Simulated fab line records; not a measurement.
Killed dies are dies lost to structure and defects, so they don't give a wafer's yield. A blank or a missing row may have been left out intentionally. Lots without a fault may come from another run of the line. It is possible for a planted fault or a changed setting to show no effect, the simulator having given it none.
Struck lot and sound lot, side by side || flow rit_cmos || 43 out of 202 route steps
Sound: wafers L202.2, L202.3, L202.6. The struck wafers were L208.1, L208.4, L208.5. The cause is given at the end.
At each step with rows: each side's tool, then ch and its chambers, then its first start. Under that, the readings that differ: sound wafers || struck wafers || difference of the means || sigmas: that difference in standard deviations of wafers without a fault.
alike: same words and numbers on both sides, and readings whose means sit less than 2 such deviations apart. not compared: any withheld reading, any reading some wafer has no value for, any bound like >300 that may hide the same value, and any number with overlapping values for which the record gives no deviation.
Wherever a step has rows on one side only, a row that says differs or no value, or a row with sigmas, the two part there. Numbers that have no deviation but don't overlap get no sigmas and don't part them. Lack of a reading on every wafer of one side parts them only where that side has two or more wafers.

first, 4 steps without rows for these wafers: RIT_PLDD_SOFTBAKE_02 (time 60 s); RIT_PLDD_EXPOSE_03 (exposes mask M8, target cd 40900 nm); RIT_PLDD_PEB_04; RIT_PLDD_DEVELOP_05 (develop time 50 s).
RIT_PLDD_OVL_MEAS_06:
  sound on overlay-01 at day 3 17:47; struck on overlay-02 at day 5 01:04
  alike: PLDD_OVL
then, 2 steps without rows for these wafers: RIT_PLDD_HARDBAKE_07 (time 60 s); RIT_PLDD_IMPLANT_08.
RIT_PLDD_STRIP_09: strips in O2, time 180 s.
  sound on plasma_asher-03 ch 0,1, day 3 18:07; struck on plasma_asher-03 ch 0,1, day 5 01:24
  alike: drypump_motor_current_A
  not compared: rf_hours_counter_h
RIT_PLDD_TW_MEAS_10:
  sound on film_metro-02 at day 3 18:19; struck on film_metro-01 at day 5 01:34
  alike: PLDD_TW
then, 3 steps without rows for these wafers: RIT_SPACER_CLEAN_00 (cleans in SC1, time 600 s); RIT_SPACER_CLEAN_01 (cleans in dHF, time 30 s); RIT_SPACER_CLEAN_02 (cleans in SC2, time 600 s).
RIT_SPACER_CVD_03: deposits Si3N4 from SiH2Cl2/NH3, target thk 250 nm, time 3300 s.
  sound on lpcvd-02 ch 1, day 3 18:44; struck on lpcvd-02 ch 0, day 5 03:07
{"reading": "zone_power_source_pct (%)", "sound": "21.4 21.3 21.8", "struck": "23.9 23.9 24.0", "difference": "+2.4", "sigmas": "+3"}
  alike: spike_tc_source_C
RIT_SPACER_THK_MEAS_04:
  sound on film_metro-03 at day 3 20:40; struck on film_metro-02 at day 5 05:01
  alike: SPACER_NITRIDE_THK
RIT_SPACER_ETCHBACK_05: etches Si3N4 in SF6/CHF3, stops on SiO2, target depth 250 nm, time 240 s.
  sound on rie_diel-04 ch 0,2, day 3 20:43; struck on rie_diel-03 ch 1,2,3, day 5 05:05
  alike: drypump_motor_current_A, oes_product_au, throttle_valve_pct
  not compared: rf_hours_counter_h
then, 6 steps without rows for these wafers: RIT_NSD_HMDS_00 (prime time 60 s); RIT_NSD_COAT_01 (resist thk 1000 nm); RIT_NSD_SOFTBAKE_02 (time 60 s); RIT_NSD_EXPOSE_03 (exposes mask M9, target cd 40700 nm); RIT_NSD_PEB_04; RIT_NSD_DEVELOP_05 (develop time 50 s).
RIT_NSD_OVL_MEAS_06:
  sound on overlay-02 at day 3 21:51; struck on overlay-02 at day 5 06:05
  alike: NSD_OVL
then, 2 steps without rows for these wafers: RIT_NSD_HARDBAKE_07 (time 60 s); RIT_NSD_IMPLANT_08.
RIT_NSD_STRIP_09: strips in O2, time 180 s.
  sound on plasma_asher-04 ch 0,1, day 3 22:15; struck on plasma_asher-04 ch 0,1, day 5 06:25
  alike: drypump_motor_current_A
  not compared: rf_hours_counter_h
RIT_NSD_TW_MEAS_10:
  sound on film_metro-02 at day 3 22:26; struck on film_metro-02 at day 5 06:35
  alike: NSD_TW
then, 6 steps without rows for these wafers: RIT_PSD_HMDS_00 (prime time 60 s); RIT_PSD_COAT_01 (resist thk 1000 nm); RIT_PSD_SOFTBAKE_02 (time 60 s); RIT_PSD_EXPOSE_03 (exposes mask M10, target cd 40900 nm); RIT_PSD_PEB_04; RIT_PSD_DEVELOP_05 (develop time 50 s).
RIT_PSD_OVL_MEAS_06:
  sound on overlay-02 at day 3 23:24; struck on overlay-01 at day 5 07:30
  alike: PSD_OVL
then, 2 steps without rows for these wafers: RIT_PSD_HARDBAKE_07 (time 60 s); RIT_PSD_IMPLANT_08.
RIT_PSD_STRIP_09: strips in O2, time 180 s.
  sound on plasma_asher-01 ch 0,1, day 3 23:44; struck on plasma_asher-03 ch 1, day 5 07:54
  alike: drypump_motor_current_A
  not compared: rf_hours_counter_h
RIT_PSD_TW_MEAS_10:
  sound on film_metro-01 at day 3 23:55; struck on film_metro-02 at day 5 08:05
{"reading": "PSD_TW", "sound": "3399 3400 3398", "struck": "3441 3431 3456", "difference": "+44", "sigmas": "+2"}
then, 3 steps without rows for these wafers: RIT_SDANNEAL_CLEAN_00 (cleans in SC1, time 600 s); RIT_SDANNEAL_CLEAN_01 (cleans in dHF, time 30 s); RIT_SDANNEAL_CLEAN_02 (cleans in SC2, time 600 s).
RIT_SDANNEAL_RTA_03: time 5 s.
  sound on rtp_anneal-02 ch 0, day 4 00:23; struck on rtp_anneal-02 ch 0, day 5 08:33
  alike: chamber_o2_ppm, wafer_temp_C_max
RIT_SDANNEAL_RS_MEAS_04: measures by four-point-probe.
  sound on film_metro-01 at day 4 00:27; struck on film_metro-02 at day 5 08:37
  alike: PSD_RS
RIT_M1_PROBE_99:
  sound on prober-01 at day 4 07:50; struck on prober-01 at day 5 16:16
{"reading": "killed_at_front_end", "sound": "4 12 10", "struck": "16 23 23", "difference": "+12", "sigmas": "+4"}
{"reading": "killed_dies", "sound": "4 12 10", "struck": "16 23 23", "difference": "+12", "sigmas": "+4"}
{"reading": "model.etest.nmos_0p15.drive_ua_um", "sound": "440.6 437.9 445.9", "struck": "519.7 521 522.3", "difference": "+79.5", "sigmas": ""}
{"reading": "model.etest.pmos_0p15.drive_ua_um", "sound": "238.9 240.7 242.9", "struck": "276.2 278.7 286.2", "difference": "+39.5", "sigmas": ""}
{"reading": "model.etest.npoly_line.line_ohm_um", "sound": "160 156.9 159.6", "struck": "182.9 181.1 188.7", "difference": "+25.4", "sigmas": ""}
{"reading": "model.etest.ppoly_line.line_ohm_um", "sound": "152.4 151.1 150.2", "struck": "175.4 170.8 179.6", "difference": "+24.0", "sigmas": ""}
{"reading": "model.etest.ppoly_line.width_nm (nm)", "sound": "108.7 109.1 108.5", "struck": "94.85 96.11 93.69", "difference": -13.88, "sigmas": ""}
{"reading": "model.etest.npoly_line.width_nm (nm)", "sound": "107.9 107.8 107.9", "struck": "94.56 95.38 92.24", "difference": -13.81, "sigmas": ""}
{"reading": "model.etest.ring.delay_ps", "sound": "29.22 29.24 29.03", "struck": "24.39 24.55 24.06", "difference": -4.83, "sigmas": ""}
{"reading": "model.etest.nmos_0p15.swing_mv_dec", "sound": "85.14 85.48 85.15", "struck": "87.35 86.52 87.62", "difference": "+1.91", "sigmas": ""}
  alike: killed_at_M0_to_M3, killed_open, killed_short

== WHERE THEY PART ==
At RIT_SPACER_CVD_03 first; at RIT_M1_PROBE_99 last (within this record only).

WHY: what the simulator had put in
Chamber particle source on lpcvd-02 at RIT_SPACER_CVD_03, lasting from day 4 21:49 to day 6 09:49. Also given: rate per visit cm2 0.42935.
